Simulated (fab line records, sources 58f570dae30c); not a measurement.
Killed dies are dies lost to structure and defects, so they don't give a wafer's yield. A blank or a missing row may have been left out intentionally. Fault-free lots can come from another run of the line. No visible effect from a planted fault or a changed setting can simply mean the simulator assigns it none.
fab line records + flow berkeley_cmos170
record:
- lots: 14
- wafers: 42
- last_day: 12
route steps=331 shown ZERO@13
lots that met no fault: from a run of the same line without faults
start_h: the number of hours between the record's first day and the start of the first shown wafer of the lot + wait_h: time in hours since the lot's previous step + " repeats the value in the row above + L1.1+2: a row that stands for several wafers + - no value, or no start given + * or withheld: withheld + < > ~ a bound
route shown NAME@n: names a module that has steps shown in the file, with the first one's number in the route + usual: average and standard deviation across the fault-free wafers + same: alike in all rows + chamber/n: place in a boat + sites: per-site readings + _std_site: the values' standard deviation + _edge_site: outer sites' mean less inner sites' + radius_mm: for every site, how far away it sits from the centre of the wafer + mask NAME#n: copy n + behind: the last tool/chamber to shape the wafer + hold: cause of the lot's hold/its duration in hours/its outcome + device: the n, p or np transistor that did not switch + end of line: tests run on the same wafers once the route is complete + where a step has no rows: the recipe by itself + killed: count of dies lost to structure and defects at first sort (not the wafer's yield) + map: a wafer's dies, x killed, . not, _ none there
set.NAME: the setting as run; set.NAME@STEP: as run at that earlier step + model.NAME: the simulator's own value behind a step, which no gauge read
one table for each step of the route and one row for each wafer, over a sample of lots
services: a tool's chamber out of use, with start hour (start_h, from the record's first day; less than 0 if before it), hours out, and reason
== steps ==
step: UCB170_ZERO_STRIP_07
recipe:
- chemistry: O2
- power_w: 400
- pressure_mtorr: 3500
- platen_temp_c: withheld
- o2_flow_sccm: 400
- overash_fraction: 0.5
usual:
- chamber_pressure_mTorr: 3500/3.3
- drypump_motor_current_A: 5.7/0.39
- oes_product_au: 0.727/0.0049
- strip_time_to_endpoint_s: 21.50/0.067
| lot.wafer | tool            | chamber | start_h | wait_h | chamber_pressure_mTorr | drypump_motor_current_A | oes_product_au | rf_hours_counter_h | strip_time_to_endpoint_s |
|-----------|-----------------|---------|---------|--------|------------------------|-------------------------|----------------|--------------------|--------------------------|
| L911.1    | plasma_asher-03 | 0       | 21.06   | 0.0    | 3505                   | 6.0                     | 0.741          | 29                 | 21.48                    |
| L911.2    | "               | 1       | "       | "      | 3495                   | 5.7                     | 0.730          | 29                 | 21.47                    |
| L911.5    | "               | 0       | "       | "      | 3497                   | 6.0                     | 0.735          | -                  | 21.51                    |
| L912.2    | plasma_asher-03 | 1       | 22.62   | 0.0    | 3496                   | 5.7                     | 0.733          | 29                 | 21.59                    |
| L912.3    | "               | 0       | "       | "      | 3502                   | 6.0                     | 0.733          | -                  | 21.56                    |
| L912.6    | "               | 0       | "       | "      | 3498                   | 6.0                     | 0.726          | -                  | 21.59                    |
| L914.4    | plasma_asher-04 | 1       | 30.32   | 0.0    | 3503                   | 4.8                     | 0.733          | -                  | 21.64                    |
| L914.5    | "               | 1       | "       | "      | 3500                   | 4.8                     | 0.722          | -                  | 21.64                    |
| L914.6    | "               | 0       | "       | "      | 3504                   | 5.9                     | 0.723          | -                  | 21.64                    |
| L915.3    | plasma_asher-02 | 1       | 41.89   | 0.0    | -                      | -                       | -              | -                  | -                        |
| L915.4    | "               | 0       | "       | "      | -                      | -                       | -              | -                  | -                        |
| L915.5    | "               | 0       | "       | "      | -                      | -                       | -              | -                  | -                        |
| L916.1    | plasma_asher-02 | 1       | 42.11   | 0.0    | -                      | -                       | -              | -                  | -                        |
| L916.2    | "               | 0       | "       | "      | -                      | -                       | -              | -                  | -                        |
| L916.5    | "               | 1       | "       | "      | -                      | -                       | -              | -                  | -                        |
| L918.3    | plasma_asher-04 | 1       | 55.44   | 0.0    | 3501                   | 4.8                     | 0.721          | -                  | 21.42                    |
| L918.4    | "               | 0       | "       | "      | 3508                   | 5.9                     | 0.722          | -                  | 21.45                    |
| L918.5    | "               | 1       | "       | "      | 3493                   | 4.8                     | 0.735          | -                  | 21.46                    |
| L920.1    | plasma_asher-04 | 0       | 63.61   | 0.0    | 3500                   | 5.9                     | 0.732          | 36                 | 21.53                    |
| L920.4    | "               | 1       | "       | "      | 3503                   | 4.8                     | 0.728          | -                  | 21.56                    |
| L920.5    | "               | 1       | "       | "      | 3504                   | 4.8                     | 0.725          | -                  | 21.48                    |
| L926.1    | plasma_asher-02 | 1       | 94.57   | 0.0    | 3499                   | 5.9                     | 0.735          | 30                 | 21.50                    |
| L926.2    | "               | 0       | "       | "      | 3499                   | 5.5                     | 0.725          | 30                 | 21.41                    |
| L926.4    | "               | 1       | "       | "      | 3502                   | 5.9                     | 0.722          | -                  | 21.41                    |
| L927.1    | plasma_asher-03 | 1       | 98.04   | 0.0    | 3499                   | 5.7                     | 0.730          | 38                 | 21.54                    |
| L927.2    | "               | 0       | "       | "      | 3500                   | 6.1                     | 0.724          | 38                 | 21.64                    |
| L927.3    | "               | 1       | "       | "      | 3497                   | 5.7                     | 0.734          | -                  | 21.55                    |
| L928.3    | plasma_asher-03 | 1       | 102.85  | 0.0    | 3500                   | 5.7                     | 0.734          | -                  | 21.53                    |
| L928.4    | "               | 0       | "       | "      | 3503                   | 6.1                     | 0.726          | -                  | 21.49                    |
| L928.5    | "               | 0       | "       | "      | 3497                   | 6.1                     | 0.724          | -                  | 21.47                    |
| L930.1    | plasma_asher-03 | 1       | 115.27  | 0.0    | 3499                   | 5.7                     | 0.730          | 42                 | 21.34                    |
| L930.4    | "               | 0       | "       | "      | 3501                   | 6.1                     | 0.726          | -                  | 21.33                    |
| L930.5    | "               | 0       | "       | "      | 3499                   | 6.1                     | 0.729          | -                  | 21.42                    |
| L931.1    | plasma_asher-03 | 1       | 121.56  | 0.0    | 3501                   | 5.7                     | 0.729          | 42                 | 21.43                    |
| L931.2    | "               | 0       | "       | "      | 3499                   | 6.1                     | 0.732          | 42                 | 21.44                    |
| L931.6    | "               | 1       | "       | "      | 3500                   | 5.7                     | 0.725          | -                  | 21.49                    |
| L933.2    | plasma_asher-04 | 1       | 128.70  | 0.0    | 3495                   | 4.8                     | 0.730          | 40                 | 21.54                    |
| L933.4    | "               | 1       | "       | "      | 3507                   | 4.8                     | 0.720          | -                  | 21.53                    |
| L933.6    | "               | 0       | "       | "      | 3501                   | 5.9                     | 0.725          | -                  | 21.56                    |
| L932.2    | plasma_asher-03 | 0       | 128.73  | 0.0    | 3500                   | 6.0                     | 0.718          | 43                 | 21.54                    |
| L932.4    | "               | 0       | "       | "      | 3502                   | 6.0                     | 0.724          | -                  | 21.54                    |
| L932.5    | "               | 0       | "       | "      | 3503                   | 6.0                     | 0.727          | -                  | 21.52                    |
== services ==
| tool            | chamber | start_h | hours | kind |
|-----------------|---------|---------|-------|------|
| plasma_asher-04 | -       | 84.29   | 2.8   | pm   |
| plasma_asher-04 | -       | 87.04   | 29.1  | pm   |
== key ==
first_sign:
- step: UCB170_ZERO_STRIP_07
- reading: tool_record
- direction: missing
effect none on later readings
met_at UCB170_ZERO_STRIP_07
struck_lots L915,L916
later_rows_left_out L915.3,L915.4,L915.5,L916.1,L916.2,L916.5
sort_left_out L915.3,L915.4,L915.5,L916.1,L916.2,L916.5
tester_left_out L915,L916
fault:
- kind: skipped_step_whole
- tool: plasma_asher-02
- chamber: -
- onset_h: 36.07
- steps: UCB170_ZERO_STRIP_07
- scope: struck_lots_only
tester_left_out: of these lots the tester's yield and bins aren't shown, on N5 and GAA mostly nor the transistor test; their killed dies are dies lost to structure and defects alone, not to doping, threshold or leakage, so they don't give the yield
sort_left_out: the simulated sort isn't trusted on such a fault, so these wafers' sort isn't shown, and their yield isn't known
later_rows_left_out: the simulator's readings of these wafers behind a module that went badly wrong aren't trusted and aren't shown, but for the sort
